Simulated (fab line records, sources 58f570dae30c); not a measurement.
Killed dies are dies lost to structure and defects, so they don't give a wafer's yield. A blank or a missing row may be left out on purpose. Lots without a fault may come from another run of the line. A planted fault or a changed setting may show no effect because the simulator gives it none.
Chamber matching | flow berkeley_cmos170 | UCB170_V1_CMP_02 on cmp-02: 4 sister chambers
The step polishes SiO2. 4 wafers are shown with their chamber, then 9 later ones without.

WAFERS WITH THEIR CHAMBER
wafer  | chamber | motor_current_A (A)
L465.1 | 2       | 17.1
L466.2 | 3       | 14.0
L476.3 | 1       | 16.5
L476.6 | 0       | 17.1

WAFERS WITHOUT THEIR CHAMBER
wafer  | motor_current_A (A)
L477.1 | 16.0
L477.2 | 16.4
L477.5 | 16.8
L478.1 | 16.8
L478.4 | 14.1
L478.6 | 16.8
L479.1 | 17.0
L479.2 | 14.1
L479.4 | 15.8

WHICH CHAMBER EACH WENT THROUGH
wafer  | from the rows above          | in truth
L477.1 | can't be placed: 1 or 0 or 2 | 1
L477.2 | can't be placed: 1 or 0 or 2 | 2
L477.5 | can't be placed: 0 or 1 or 2 | 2
L478.1 | can't be placed: 0 or 1 or 2 | 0
L478.4 | 3                            | 3
L478.6 | can't be placed: 0 or 1 or 2 | 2
L479.1 | can't be placed: 0 or 2 or 1 | 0
L479.2 | 3                            | 3
L479.4 | can't be placed: 1 or 0 or 2 | 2
Placed correctly: 2 of 9. Can't be placed from these rows: 7 (the true chamber is among the candidates in 7). Placed wrongly: 0.
How it was worked out, from the rows above alone: a wafer's distance from a chamber is the root of the sum, over the readings, of the square of ((its reading less the chamber's mean) divided by the reading's scatter). The wafer belongs to the nearest chamber; if the next one is less than 2 further off, it can't be placed. A chamber's mean is the mean of its shown wafers. The scatter: with one shown wafer a chamber, the root of the mean of the squares of how far each hidden wafer lies from its nearest shown one.
